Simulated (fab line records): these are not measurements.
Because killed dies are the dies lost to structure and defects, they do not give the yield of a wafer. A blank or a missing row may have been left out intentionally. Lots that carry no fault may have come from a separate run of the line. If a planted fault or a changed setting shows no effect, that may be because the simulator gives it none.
Problem report in the 8D (eight disciplines) form, filled by code || flow berkeley_cmos170 || the parts of the form that need people (team, actions taken, sign-off) are left out

## 1. THE ISSUE
At UCB170_M3_COAT_05, spin_speed_rpm averages 1582.7 rpm over 6 wafers from 2 lots, while fault-free wafers read 1500.0 rpm, standard deviation 1.1. Relative to the usual mean, that is a shift of +75 standard deviations.
The step: resist thk 900 nm.
First observed at day 11 08:31: wafer L243.3, on litho_track-01. At this step, 42 wafers from 14 lots have a number in the record. By rule, "out" or "out of limits" means more than 4 standard deviations away from the usual mean. The other wafers with a number count as sound.

## 2. WHAT IT IS, AND WHAT IT ISN'T
{"question": "which readings at this step", "is": "spin_speed_rpm", "is not": "chill_plate_temp_C, resist_line_temp_C"}
{"question": "which lots", "is": "L243, L247", "is not": "L233, L234, L235, L237, L241, L242, L244, L245, L248, L252, L253, L254"}
{"question": "which wafers of those lots", "is": "all that have a number", "is not": "-"}
{"question": "read on which tools", "is": "litho_track-01", "is not": "litho_track-02, litho_track-04"}
{"question": "when", "is": "from day 11 08:31", "is not": "up to then (18 sound wafers); but 18 sound wafers of L244, L245, L248, L252, L253, L254 came after"}

## 3. SUSPECTS, AND WHAT RULES EACH OUT
Counting: any tool at a process step up to the reading is kept as a suspect provided that every lot that is out went through it and no sound lot did after the first of them.
- litho_track-01 at UCB170_M3_COAT_05 (resist thk 900 nm): kept. It processed each lot that is out, first L243 at day 11 08:31, and no sound lot thereafter; up to then, the last sound lot it processed was L242 at day 11 07:12. Out on those wafers are its own readings of spin_speed_rpm.
Left after counting: litho_track-01 at UCB170_M3_COAT_05.

## 4. THE CAUSE (what the simulator had put in)
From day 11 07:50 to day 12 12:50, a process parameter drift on litho_track-01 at UCB170_M3_COAT_05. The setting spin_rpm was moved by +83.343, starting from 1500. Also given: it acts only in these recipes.
The count eliminated every tool but this one.

## 5. SEQUENCE OF EFFECTS, ordered by route
Each row: a reading where the mean over the struck wafers with a number is more than 3 standard deviations away from the usual. Only readings for which the record gives a usual standard deviation are gone through. hours: the time from each lot's start at the first step in this table that gives one to its start at this step, as a median over the lots. sigmas: the change in usual standard deviations.
{"hours": 0, "step": "UCB170_M3_COAT_05", "reading": "spin_speed_rpm", "usual": "1500.0 rpm", "on struck wafers": 1582.7, "change": "+82.7", "sigmas": "+75"}
{"hours": 0, "step": "UCB170_M3_STRIP_07", "reading": "strip_time_to_endpoint_s", "usual": "21.99 s", "on struck wafers": 21.43, "change": -0.56, "sigmas": -8.3}
The process steps in it:
- UCB170_M3_COAT_05: resist thk 900 nm.
- UCB170_M3_STRIP_07: strips in O2.

## 6. WHAT WOULD HAVE CAUGHT IT SOONER
In this record the first reading out of limits was taken at day 11 08:31, 1 hour after the fault began at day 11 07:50.
